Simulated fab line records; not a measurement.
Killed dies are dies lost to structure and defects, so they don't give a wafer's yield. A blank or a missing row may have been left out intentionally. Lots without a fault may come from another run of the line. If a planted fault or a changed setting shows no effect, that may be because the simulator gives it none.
Which tool was responsible? || flow berkeleyCmos170 || 15 lots, 45 wafers sampled, at 4 steps of a route of 331

WHAT EACH GAUGE READ, for each wafer
UCB170_V1_THK_MEAS_04.
{"lot": "L264", "measured": "day 8 18:42", "on": "filmMetro-03", "V1_POLISHED_THK (nm)": "1000.0 999.2 999.4"}
{"lot": "L263", "measured": "day 8 20:35", "on": "filmMetro-03", "V1_POLISHED_THK (nm)": "999.2 997.2 997.8"}
{"lot": "L266", "measured": "day 8 23:14", "on": "filmMetro-04", "V1_POLISHED_THK (nm)": "999.8 999.5 999.1"}
{"lot": "L267", "measured": "day 9 00:35", "on": "filmMetro-02", "V1_POLISHED_THK (nm)": "999.2 999.5 1000.1"}
{"lot": "L265", "measured": "day 9 03:05", "on": "filmMetro-03", "V1_POLISHED_THK (nm)": "997.9 999.1 998.7"}
{"lot": "L269", "measured": "day 9 12:06", "on": "filmMetro-02", "V1_POLISHED_THK (nm)": "999.5 1000.8 1000.4"}
{"lot": "L270", "measured": "day 9 14:46", "on": "filmMetro-02", "V1_POLISHED_THK (nm)": "1000.0 1000.5 999.7"}
{"lot": "L271", "measured": "day 10 09:34", "on": "filmMetro-02", "V1_POLISHED_THK (nm)": "1000.2 999.7 1000.5"}
{"lot": "L277", "measured": "day 10 18:10", "on": "filmMetro-03", "V1_POLISHED_THK (nm)": "1000.7 999.5 1001.0"}
{"lot": "L273", "measured": "day 11 01:30", "on": "filmMetro-02", "V1_POLISHED_THK (nm)": "1000.1 999.9 998.9"}
{"lot": "L276", "measured": "day 11 01:29", "on": "filmMetro-03", "V1_POLISHED_THK (nm)": "999.2 1003.0 998.9"}
{"lot": "L281", "measured": "day 11 19:36", "on": "filmMetro-04", "V1_POLISHED_THK (nm)": "1000.6 999.5 1000.5"}
{"lot": "L280", "measured": "day 12 02:42", "on": "filmMetro-02", "V1_POLISHED_THK (nm)": "999.9 1001.8 1001.1"}
{"lot": "L279", "measured": "day 12 04:02", "on": "filmMetro-02", "V1_POLISHED_THK (nm)": "998.9 1000.6 999.5"}
{"lot": "L284", "measured": "day 12 10:58", "on": "filmMetro-04", "V1_POLISHED_THK (nm)": "999.3 1001.1 1001.3"}

UCB170_V1_OVL_MEAS_13.
{"lot": "L264", "measured": "day 8 21:51", "on": "overlay-01", "V1_OVL (nm)": "-4 5 -2"}
{"lot": "L263", "measured": "day 8 23:14", "on": "overlay-02", "V1_OVL (nm)": "8 2 -3"}
{"lot": "L266", "measured": "day 9 02:19", "on": "overlay-01", "V1_OVL (nm)": "4 3 6"}
{"lot": "L267", "measured": "day 9 03:08", "on": "overlay-02", "V1_OVL (nm)": "-1 -4 -7"}
{"lot": "L265", "measured": "day 9 05:47", "on": "overlay-01", "V1_OVL (nm)": "0 2 2"}
{"lot": "L269", "measured": "day 9 13:34", "on": "overlay-01", "V1_OVL (nm)": "-11 -15 -9"}
{"lot": "L270", "measured": "day 9 17:34", "on": "overlay-02", "V1_OVL (nm)": "-2 -15 -5"}
{"lot": "L271", "measured": "day 10 11:14", "on": "overlay-02", "V1_OVL (nm)": "1 -8 2"}
{"lot": "L277", "measured": "day 10 19:55", "on": "overlay-02", "V1_OVL (nm)": "0 1 -4"}
{"lot": "L273", "measured": "day 11 04:14", "on": "overlay-01", "V1_OVL (nm)": "-2 1 6"}
{"lot": "L276", "measured": "day 11 04:47", "on": "overlay-02", "V1_OVL (nm)": "-4 -6 -5"}
{"lot": "L281", "measured": "day 11 21:16", "on": "overlay-02", "V1_OVL (nm)": "4 0 -4"}
{"lot": "L280", "measured": "day 12 04:21", "on": "overlay-01", "V1_OVL (nm)": "-10 -3 -1"}
{"lot": "L279", "measured": "day 12 05:49", "on": "overlay-01", "V1_OVL (nm)": "-5 -7 -7"}
{"lot": "L284", "measured": "day 12 13:14", "on": "overlay-01", "V1_OVL (nm)": "-7 -5 -1"}

WHAT TOOL EACH LOT RAN ON (gives the tool, then ch and the chambers of the sampled wafers, and finally the start)
{"lot": "L264", "UCB170_M1_ANNEAL_14": "furnace-03 ch 0, day 8 16:43", "UCB170_V1_CVD_00": "pecvd-04 ch 0,1,2, day 8 18:04"}
{"lot": "L263", "UCB170_M1_ANNEAL_14": "furnace-03 ch 0, day 8 18:37", "UCB170_V1_CVD_00": "pecvd-02 ch 0,2, day 8 19:56"}
{"lot": "L266", "UCB170_M1_ANNEAL_14": "furnace-03 ch 0, day 8 21:17", "UCB170_V1_CVD_00": "pecvd-02 ch 0,1,2, day 8 22:37"}
{"lot": "L267", "UCB170_M1_ANNEAL_14": "furnace-03 ch 0, day 8 22:37", "UCB170_V1_CVD_00": "pecvd-04 ch 0,2, day 8 23:56"}
{"lot": "L265", "UCB170_M1_ANNEAL_14": "furnace-03 ch 0, day 9 00:47", "UCB170_V1_CVD_00": "pecvd-01 ch 1, day 9 02:16"}
{"lot": "L269", "UCB170_M1_ANNEAL_14": "furnace-03 ch 0, day 9 10:08", "UCB170_V1_CVD_00": "pecvd-02 ch 0,1,2, day 9 11:28"}
{"lot": "L270", "UCB170_M1_ANNEAL_14": "furnace-03 ch 0, day 9 12:47", "UCB170_V1_CVD_00": "pecvd-02 ch 0,1,2, day 9 14:08"}
{"lot": "L271", "UCB170_M1_ANNEAL_14": "furnace-03 ch 0, day 10 07:35", "UCB170_V1_CVD_00": "pecvd-04 ch 0,2, day 10 08:55"}
{"lot": "L277", "UCB170_M1_ANNEAL_14": "furnace-03 ch 0, day 10 16:10", "UCB170_V1_CVD_00": "pecvd-04 ch 0,1,2, day 10 17:34"}
{"lot": "L273", "UCB170_M1_ANNEAL_14": "furnace-03 ch 0, day 10 23:31", "UCB170_V1_CVD_00": "pecvd-02 ch 0,1,2, day 11 00:52"}
{"lot": "L276", "UCB170_M1_ANNEAL_14": "furnace-03 ch 0, day 10 23:31", "UCB170_V1_CVD_00": "pecvd-04 ch 0,1, day 11 00:52"}
{"lot": "L281", "UCB170_M1_ANNEAL_14": "furnace-03 ch 0, day 11 17:38", "UCB170_V1_CVD_00": "pecvd-01 ch 0,1,2, day 11 18:58"}
{"lot": "L280", "UCB170_M1_ANNEAL_14": "furnace-03 ch 0, day 12 00:44", "UCB170_V1_CVD_00": "pecvd-01 ch 0,1, day 12 02:04"}
{"lot": "L279", "UCB170_M1_ANNEAL_14": "furnace-03 ch 0, day 12 02:04", "UCB170_V1_CVD_00": "pecvd-02 ch 0,1,2, day 12 03:24"}
{"lot": "L284", "UCB170_M1_ANNEAL_14": "furnace-03 ch 0, day 12 09:00", "UCB170_V1_CVD_00": "pecvd-02 ch 0,1,2, day 12 10:20"}
- UCB170_M1_ANNEAL_14: time 1200 s.
- UCB170_V1_CVD_00: deposits SiO2 from TEOS/O2, target thk 2000 nm, time 250 s.

AS READ BY THE TOOLS THEMSELVES (means over the sampled wafers that have a number; for cases with no such wafer, the mark the record gives instead)
UCB170_M1_ANNEAL_14.
{"lot": "L264", "tool": "furnace-03", "spikeTcCentreC (C)": 402.0, "spikeTcLoadC (C)": 425.6, "spikeTcSourceC (C)": 414.9, "zonePowerCentrePct (%)": 17.66, "zonePowerLoadPct (%)": 4.55, "zonePowerSourcePct (%)": 5.56}
{"lot": "L263", "tool": "furnace-03", "spikeTcCentreC (C)": 401.1, "spikeTcLoadC (C)": 425.2, "spikeTcSourceC (C)": 415.0, "zonePowerCentrePct (%)": 17.73, "zonePowerLoadPct (%)": 4.55, "zonePowerSourcePct (%)": 5.48}
{"lot": "L266", "tool": "furnace-03", "spikeTcCentreC (C)": 402.9, "spikeTcLoadC (C)": 424.8, "spikeTcSourceC (C)": 415.5, "zonePowerCentrePct (%)": 17.70, "zonePowerLoadPct (%)": 4.52, "zonePowerSourcePct (%)": 5.52}
{"lot": "L267", "tool": "furnace-03", "spikeTcCentreC (C)": 401.5, "spikeTcLoadC (C)": 425.0, "spikeTcSourceC (C)": 414.9, "zonePowerCentrePct (%)": 17.66, "zonePowerLoadPct (%)": 4.57, "zonePowerSourcePct (%)": 5.51}
{"lot": "L265", "tool": "furnace-03", "spikeTcCentreC (C)": 402.7, "spikeTcLoadC (C)": 425.0, "spikeTcSourceC (C)": 415.4, "zonePowerCentrePct (%)": 17.78, "zonePowerLoadPct (%)": 4.56, "zonePowerSourcePct (%)": 5.50}
{"lot": "L269", "tool": "furnace-03", "spikeTcCentreC (C)": 401.7, "spikeTcLoadC (C)": 425.3, "spikeTcSourceC (C)": 416.5, "zonePowerCentrePct (%)": 17.84, "zonePowerLoadPct (%)": 4.57, "zonePowerSourcePct (%)": 5.50}
{"lot": "L270", "tool": "furnace-03", "spikeTcCentreC (C)": 401.8, "spikeTcLoadC (C)": 424.7, "spikeTcSourceC (C)": 415.9, "zonePowerCentrePct (%)": 17.61, "zonePowerLoadPct (%)": 4.60, "zonePowerSourcePct (%)": 5.48}
{"lot": "L271", "tool": "furnace-03", "spikeTcCentreC (C)": 402.5, "spikeTcLoadC (C)": 425.3, "spikeTcSourceC (C)": 415.6, "zonePowerCentrePct (%)": 17.65, "zonePowerLoadPct (%)": 4.56, "zonePowerSourcePct (%)": 5.52}
{"lot": "L277", "tool": "furnace-03", "spikeTcCentreC (C)": 401.3, "spikeTcLoadC (C)": 424.4, "spikeTcSourceC (C)": 414.8, "zonePowerCentrePct (%)": 17.72, "zonePowerLoadPct (%)": 4.53, "zonePowerSourcePct (%)": 5.50}
{"lot": "L273", "tool": "furnace-03", "spikeTcCentreC (C)": 402.2, "spikeTcLoadC (C)": 424.3, "spikeTcSourceC (C)": 414.6, "zonePowerCentrePct (%)": 17.87, "zonePowerLoadPct (%)": 4.60, "zonePowerSourcePct (%)": 5.42}
{"lot": "L276", "tool": "furnace-03", "spikeTcCentreC (C)": 402.8, "spikeTcLoadC (C)": 424.1, "spikeTcSourceC (C)": 415.2, "zonePowerCentrePct (%)": 17.66, "zonePowerLoadPct (%)": 4.52, "zonePowerSourcePct (%)": 5.51}
{"lot": "L281", "tool": "furnace-03", "spikeTcCentreC (C)": 402.5, "spikeTcLoadC (C)": 426.4, "spikeTcSourceC (C)": 414.4, "zonePowerCentrePct (%)": 17.79, "zonePowerLoadPct (%)": 4.53, "zonePowerSourcePct (%)": 5.48}
{"lot": "L280", "tool": "furnace-03", "spikeTcCentreC (C)": 361.9, "spikeTcLoadC (C)": 385.0, "spikeTcSourceC (C)": 374.1, "zonePowerCentrePct (%)": 15.91, "zonePowerLoadPct (%)": 3.98, "zonePowerSourcePct (%)": 4.77}
{"lot": "L279", "tool": "furnace-03", "spikeTcCentreC (C)": 362.0, "spikeTcLoadC (C)": 384.2, "spikeTcSourceC (C)": 374.1, "zonePowerCentrePct (%)": 15.78, "zonePowerLoadPct (%)": 3.94, "zonePowerSourcePct (%)": 4.81}
{"lot": "L284", "tool": "furnace-03", "spikeTcCentreC (C)": 361.8, "spikeTcLoadC (C)": 385.2, "spikeTcSourceC (C)": 375.0, "zonePowerCentrePct (%)": 15.85, "zonePowerLoadPct (%)": 3.97, "zonePowerSourcePct (%)": 4.73}

UCB170_V1_CVD_00.
{"lot": "L264", "tool": "pecvd-04", "heaterPowerW (W)": 320}
{"lot": "L263", "tool": "pecvd-02", "heaterPowerW (W)": 319}
{"lot": "L266", "tool": "pecvd-02", "heaterPowerW (W)": 315}
{"lot": "L267", "tool": "pecvd-04", "heaterPowerW (W)": 288}
{"lot": "L265", "tool": "pecvd-01", "heaterPowerW (W)": 242}
{"lot": "L269", "tool": "pecvd-02", "heaterPowerW (W)": 290}
{"lot": "L270", "tool": "pecvd-02", "heaterPowerW (W)": 318}
{"lot": "L271", "tool": "pecvd-04", "heaterPowerW (W)": 291}
{"lot": "L277", "tool": "pecvd-04", "heaterPowerW (W)": 288}
{"lot": "L273", "tool": "pecvd-02", "heaterPowerW (W)": 295}
{"lot": "L276", "tool": "pecvd-04", "heaterPowerW (W)": 303}
{"lot": "L281", "tool": "pecvd-01", "heaterPowerW (W)": 202}
{"lot": "L280", "tool": "pecvd-01", "heaterPowerW (W)": 256}
{"lot": "L279", "tool": "pecvd-02", "heaterPowerW (W)": 298}
{"lot": "L284", "tool": "pecvd-02", "heaterPowerW (W)": 255}

THE ANSWER, worked out from the rows above alone
Rule: the usual values come from the lots themselves. Put in order of their means at a reading, lots are off if they are a third of the lots or fewer, leave a main group of 4 or more, and stand apart from it by a gap of 3 or more times the standard deviation of the main group's means; of several such gaps the widest counts. If all means in a main group match to the digits the tables above print for the reading, that group is not used. Also off: a lot with no number at a reading for which 4 or more lots have one. All remaining lots with rows at the step are treated as sound. After the gauges, taken in route order, come the tools' own readings; for these a lot's mean is taken, as printed above. At the first step where some lot is off, the reading lying furthest off is the one used; lots without a number count as furthest.
Off, at UCB170_M1_ANNEAL_14 on spikeTcSourceC: L280, L279, L284. The main group has a mean of 415.2 C with a standard deviation of 0.57.
If a tool, at that step or one of the process steps before it, ran each lot that is off and ran no sound lot following the first of them, it fits. One fits: UCB170_M1_ANNEAL_14 on furnace-03. A fault onset in the window from L281 (day 11 17:38, its last sound lot) to L280 (day 12 00:44, its first lot off) fits.
The tool's own readings at UCB170_M1_ANNEAL_14 bear it out: on the lots that are off they differ by more than 5 times the standard deviation of the sound lots' means. spikeTcCentreC reads 361.9 C there against 402.1 C on the sound lots; spikeTcLoadC reads 384.8 C there against 425.0 C on the sound lots; spikeTcSourceC reads 374.4 C there against 415.2 C on the sound lots; zonePowerCentrePct reads 15.85 % there against 17.72 % on the sound lots; zonePowerLoadPct reads 3.96 % there against 4.55 % on the sound lots; zonePowerSourcePct reads 4.77 % there against 5.50 % on the sound lots.

WHAT WAS PUT IN BY THE SIMULATOR
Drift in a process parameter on furnace-03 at UCB170_M1_ANNEAL_14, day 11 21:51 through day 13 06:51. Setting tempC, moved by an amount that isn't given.
Lots struck among those shown: L280, L279, L284. The same result came from the rule above.
